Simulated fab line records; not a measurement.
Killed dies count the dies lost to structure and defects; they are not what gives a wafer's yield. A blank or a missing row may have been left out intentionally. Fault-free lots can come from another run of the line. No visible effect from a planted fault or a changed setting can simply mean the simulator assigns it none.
fab line records    flow rit_cmos
record lots=15  wafers=45  last_day=7
route steps=202 shown CONTACT@175
lots with no fault: from the same line, run without faults
start_h: hours from the record's opening day to when the first of the lot's shown wafers began    wait_h: hours elapsed since this lot's preceding step    " the same as in the row above    L1.1+2: one row covering several wafers at once    - either no value or no given start    * or withheld: withheld    < > ~ a bound
route shown NAME@n: NAME is a module with steps in the file, n the number in the route of the first one    usual: average and standard deviation across the fault-free wafers    same: alike in all rows    chamber/n: place in a boat    sites: readings site by site    _std_site: the standard deviation of these    _edge_site: inner sites' mean taken away from outer sites' mean    radius_mm: for every site, how far away it sits from the centre of the wafer    mask NAME#n: copy n    behind: the most recent tool/chamber to have shaped the wafer    hold: cause of the lot's hold/its duration in hours/its outcome    device: the n, p or np transistor that did not switch    end of line: at the end of the route, the tests of the same wafers    a step given without rows: its recipe and nothing more    killed: dies lost to structure and defects at the first sort, not the wafer's yield    map: per-die view of a wafer (x killed, . not killed, _ where there is no die)
set.NAME: the setting as run; set.NAME@STEP: as run at that earlier step    model.NAME: the simulator's own value behind a step, which no gauge read
the route's steps for a sample of lots (tables are steps, rows are wafers)
## steps
# step RIT_CONTACT_DEVELOP_07
# recipe resist=NOVOLAK  develop_time_s=120  dev_temp_c=23
# usual chill_plate_temp_C=23.00/0.1  develop_time_s=120/0
lot.wafer  tool            chamber  start_h  wait_h  chill_plate_temp_C  develop_time_s
L850.1     litho_track-02  0        58       -       22.99               120
L850.5     "               0        "        "       23.04               120
L850.6     "               0        59       -       22.86               120
L851.2     litho_track-02  0        67       -       22.94               120
L851.3     "               0        "        "       23.08               120
L851.6     "               0        "        "       23.13               120
L853.2     litho_track-02  0        80       -       22.97               120
L853.3     "               0        "        "       23.07               120
L853.4     "               0        "        "       22.95               120
L854.2     litho_track-01  0        82       -       22.99               120
L854.4     "               0        "        "       23.15               120
L854.5     "               0        "        "       23.09               120
L856.3     litho_track-01  0        87       -       23.19               120
L856.4     "               0        "        "       23.19               120
L856.6     "               0        "        "       23.08               120
L857.1     litho_track-03  0        92       -       22.89               120
L857.2     "               0        "        "       23.14               120
L857.5     "               0        "        "       23.15               120
L858.2     litho_track-01  0        98       -       22.93               120
L858.4     "               0        "        "       23.02               120
L858.6     "               0        "        "       23.02               120
L859.3     litho_track-01  0        105      -       23.12               120
L859.4     "               0        "        "       23.07               120
L859.5     "               0        "        "       23.08               120
L860.2     litho_track-01  0        108      -       23.27               120
L860.3     "               0        "        "       23.05               120
L860.5     "               0        "        "       23.22               120
L862.4     litho_track-02  0        116      -       22.97               120
L862.5     "               0        "        "       23.04               120
L862.6     "               0        "        "       22.85               120
L865.2     litho_track-02  -        132      -       -                   -
L865.5     "               -        "        "       -                   -
L865.6     "               -        "        "       -                   -
L866.2     litho_track-02  -        135      -       -                   -
L866.3     "               -        "        "       -                   -
L866.4     "               -        "        "       -                   -
L867.1     litho_track-03  -        142      -       -                   -
L867.4     "               -        "        "       -                   -
L867.5     "               -        "        "       -                   -
L871.1     litho_track-01  0        163      -       22.82               120
L871.4     "               0        "        "       22.95               120
L871.6     "               0        "        "       23.02               120
L872.1     litho_track-03  0        166      -       22.95               120
L872.2     "               0        "        "       22.97               120
L872.6     "               0        167      -       22.72               120
## key
first_sign step=RIT_CONTACT_DEVELOP_07  reading=tool_record  direction=missing
effect none on later readings
met_at RIT_CONTACT_DEVELOP_07
struck_lots L865,L866,L867
later_rows_left_out L865.2,L865.5,L865.6,L866.2,L866.3,L866.4,L867.1,L867.4,L867.5
sort_left_out L865.2,L865.5,L865.6,L866.2,L866.3,L866.4,L867.1,L867.4,L867.5
tester_left_out L865,L866,L867
onset_between 116 132
fault kind=skipped_step_whole  tool=litho_track-02,litho_track-03  chamber=-  onset_h=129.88  steps=RIT_CONTACT_DEVELOP_07  scope=struck_lots_only
# tester_left_out: of these lots the tester's yield and bins aren't shown, on N5 and GAA mostly nor the transistor test; their killed dies are dies lost to structure and defects alone, not to doping, threshold or leakage, so they don't give the yield
# sort_left_out: the simulated sort isn't trusted on such a fault, so these wafers' sort isn't shown, and their yield isn't known
# later_rows_left_out: the simulator's readings of these wafers behind a module that went badly wrong aren't trusted and aren't shown, but for the sort
